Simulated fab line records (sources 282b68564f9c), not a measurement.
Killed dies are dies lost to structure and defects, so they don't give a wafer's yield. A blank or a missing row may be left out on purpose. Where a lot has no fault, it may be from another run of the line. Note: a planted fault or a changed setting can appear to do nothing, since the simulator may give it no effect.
Comparing a struck lot with a sound one | flow rit cmos | 45 steps out of a route of 202
Sound: the wafers L306.3, L306.4, L306.6. Wafers L319.1, L319.2, L319.5 were the ones struck. At the end, the cause is stated.
Per side, at each step with rows, come the tool, then ch with its chambers, and then its first start. Under that, the readings that differ: sound wafers | struck wafers | difference of the means | sigmas: that difference in standard deviations of wafers without a fault.
alike: same words and numbers on both sides, and readings whose means sit less than 2 such deviations apart. not compared: any withheld reading, any reading some wafer has no value for, any bound like >300 that may hide the same value, and any number with overlapping values for which the record gives no deviation.
The two part at a step that has a row with sigmas, a row that says differs or no value, or rows on one side only. When numbers do not overlap yet have no deviation, they are printed without sigmas and do not part them. A reading missing from all wafers of one side parts the sides only when that side holds two or more wafers.

first, 1 step without rows for these wafers: RIT_ACTIVE_DEVELOP_10 (develop time 50 s).
RIT_ACTIVE_CD_MEAS_11 targets a cd of 1400 nm.
  sound on cd sem-01, day 2 11:08; struck on cd sem-01, day 5 05:13
  alike: cd nm
then, 1 step without rows for these wafers: RIT_ACTIVE_HARDBAKE_12 (time 60 s).
RIT_ACTIVE_ETCH_13: etches Si3N4 in SF6, stops on SiO2, time 210 s, target depth 210 nm.
  sound on rie diel-02 ch 1,2, day 2 11:22; struck on rie diel-04 ch 0,1,3, day 5 05:29
  reading               | sound             | struck            | difference | sigmas
  oes product au (a.u.) | 0.844 0.831 0.836 | 0.809 0.806 0.791 | -0.035     | -3
  alike: drypump motor current A, throttle valve pct
  not compared: rf hours counter h
RIT_ACTIVE_STRIP_14: strips in O2, time 180 s.
  sound on plasma asher-03 ch 0,1, day 2 11:34; struck on plasma asher-01 ch 0,1, day 5 05:37
  reading                     | sound       | struck      | difference | sigmas
  drypump motor current A (A) | 5.9 5.7 5.9 | 4.8 5.0 4.8 | -1.0       | -2
  not compared: rf hours counter h
RIT_ACTIVE_CD_MEAS_90 targets a cd of 1400 nm.
  sound on cd sem-01, day 2 11:43; struck on cd sem-01, day 5 05:48
  alike: cd nm
then, 4 steps without rows for these wafers: RIT_ACTIVE_CLEAN_15 (cleans in SC1, time 575.9 s); RIT_ACTIVE_CLEAN_16 (cleans in dHF, time 30 s); RIT_ACTIVE_CLEAN_17 (cleans in SC2, time 600 s); RIT_FOX1_OXIDATION_00 (target thk 350.7 nm, ox time 1130 s).
RIT_FOX1_THK_MEAS_01:
  sound on film metro-03, day 2 16:34; struck on film metro-01, day 5 10:00
  alike: FOX1_OXIDE_THK
then, 1 step without rows for these wafers: RIT_FOX1_WET_ETCH_02 (etches SiO2 in BOE, target depth 350 nm, time 390 s).
RIT_FOX2_OXIDATION_00: target thk 350.7 nm, ox time 1130 s.
  sound on furnace-01 ch 0, day 2 18:41; struck on furnace-03 ch 0, day 5 14:04
  reading                                     | sound             | struck            | difference | sigmas
  zone power centre pct (%)                   | 59.8 59.8 60.8    | 53.5 54.2 53.1    | -6.5       | -2
  model.SiO2_of_FOX2_OXIDATION_00.thk nm (nm) | 340.2 338.2 338.6 | 323.8 320.5 320.3 | -17.5      |
  alike: ox temp c max, spike tc centre C, tube_center_temp_C_max
RIT_FOX2_THK_MEAS_01:
  sound on film metro-04, day 2 20:01; struck on film metro-04, day 5 15:22
  reading             | sound       | struck      | difference | sigmas
  FOX2_OXIDE_THK (nm) | 340 338 339 | 324 321 320 | -17        | -2
then, 2 steps without rows for these wafers: RIT_FOX2_CLEAN_02 (cleans in dHF, time 180 s); RIT_FOX2_WET_ETCH_03 (etches Si3N4 in H3PO4, target depth 195 nm, time 2700 s).
RIT_FOX2_THK_MEAS_90:
  sound on film metro-03, day 2 20:53; struck on film metro-01, day 5 16:15
  reading                     | sound       | struck      | difference | sigmas
  FIELD_OXIDE_LEFT_1_THK (nm) | 313 311 311 | 296 293 293 | -18        | -2
then, 6 steps without rows for these wafers: RIT_NWELL_HMDS_00 (prime time 60 s); RIT_NWELL_COAT_01 (resist thk 1300 nm); RIT_NWELL_SOFTBAKE_02 (time 60 s); RIT_NWELL_EXPOSE_03 (exposes mask M2, target cd 43900 nm); RIT_NWELL_PEB_04; RIT_NWELL_DEVELOP_05 (develop time 68 s).
RIT_NWELL_OVL_MEAS_06:
  sound on overlay-02, day 2 21:57; struck on overlay-02, day 5 17:11
  reading        | sound       | struck         | difference | sigmas
  NWELL_OVL (nm) | 0.6 2.2 1.3 | -2.4 -1.6 -2.1 | -3.4       | -2
then, 2 steps without rows for these wafers: RIT_NWELL_HARDBAKE_07 (time 120 s); RIT_NWELL_IMPLANT_08.
RIT_NWELL_STRIP_09: strips in O2, time 180 s.
  sound on plasma asher-02 ch 0,1, day 2 22:33; struck on plasma asher-02 ch 0,1, day 5 17:38
  alike: drypump motor current A
  not compared: rf hours counter h
RIT_NWELL_TW_MEAS_10:
  sound on film metro-04, day 2 22:41; struck on film metro-04, day 5 17:48
  alike: NWELL_TW
then, 6 steps without rows for these wafers: RIT_PWELL_HMDS_00 (prime time 60 s); RIT_PWELL_COAT_01 (resist thk 1300 nm); RIT_PWELL_SOFTBAKE_02 (time 60 s); RIT_PWELL_EXPOSE_03 (exposes mask M3, target cd 43700 nm); RIT_PWELL_PEB_04; RIT_PWELL_DEVELOP_05 (develop time 68 s).
RIT_PWELL_OVL_MEAS_06:
  sound on overlay-02, day 2 23:37; struck on overlay-01, day 5 18:44
  alike: PWELL_OVL
then, 2 steps without rows for these wafers: RIT_PWELL_HARDBAKE_07 (time 120 s); RIT_PWELL_IMPLANT_08.
RIT_PWELL_STRIP_09: strips in O2, time 180 s.
  sound on plasma asher-02 ch 0,1, day 3 00:06; struck on plasma asher-02 ch 0,1, day 5 19:11
  alike: drypump motor current A
  not compared: rf hours counter h
RIT_PWELL_TW_MEAS_10:
  sound on film metro-01, day 3 00:14; struck on film metro-01, day 5 19:21
  alike: PWELL_TW
then, 1 step without rows for these wafers: RIT_WELLDRIVE_ANNEAL_00 (time 14700 s).
RIT_WELLDRIVE_RS_MEAS_01: measures by four-point-probe.
  sound on film metro-04, day 3 05:47; struck on film metro-01, day 6 03:12
  alike: NWELL_RS
RIT_WELLDRIVE_RS_MEAS_02: measures by four-point-probe.
  sound on film metro-04, day 3 05:54; struck on film metro-01, day 6 03:19
  alike: PWELL_RS
RIT_FOX2_THK_MEAS_91:
  sound on film metro-01, day 3 09:42; struck on film metro-01, day 6 07:00
  reading                     | sound       | struck      | difference | sigmas
  FIELD_OXIDE_LEFT_2_THK (nm) | 245 243 244 | 228 224 224 | -19        | -2
RIT_SILICIDE_WET_ETCH_00: etches SiO2 in BOE, target depth 14 nm, time 15.47 s.
  sound on wet bench-02 ch 0, day 4 04:59; struck on wet bench-03 ch 1, day 7 07:14
  reading                                     | sound             | struck            | difference | sigmas
  model.SiO2_of_FOX2_OXIDATION_00.thk nm (nm) | 139.3 138.6 139.3 | 123.8 118.9 120.3 | -18.1      |
RIT_M1_PROBE_99:
  sound on prober-02, day 4 12:05; struck on prober-01, day 7 14:25
  alike: killed at front end, killed dies, killed open, killed short

WHERE THEY PART
At RIT_ACTIVE_ETCH_13 first; at RIT_FOX2_THK_MEAS_91 last (within this record only). Later steps at which nothing parts them and some readings are alike: RIT_M1_PROBE_99.

WHY: what had been put in by the simulator
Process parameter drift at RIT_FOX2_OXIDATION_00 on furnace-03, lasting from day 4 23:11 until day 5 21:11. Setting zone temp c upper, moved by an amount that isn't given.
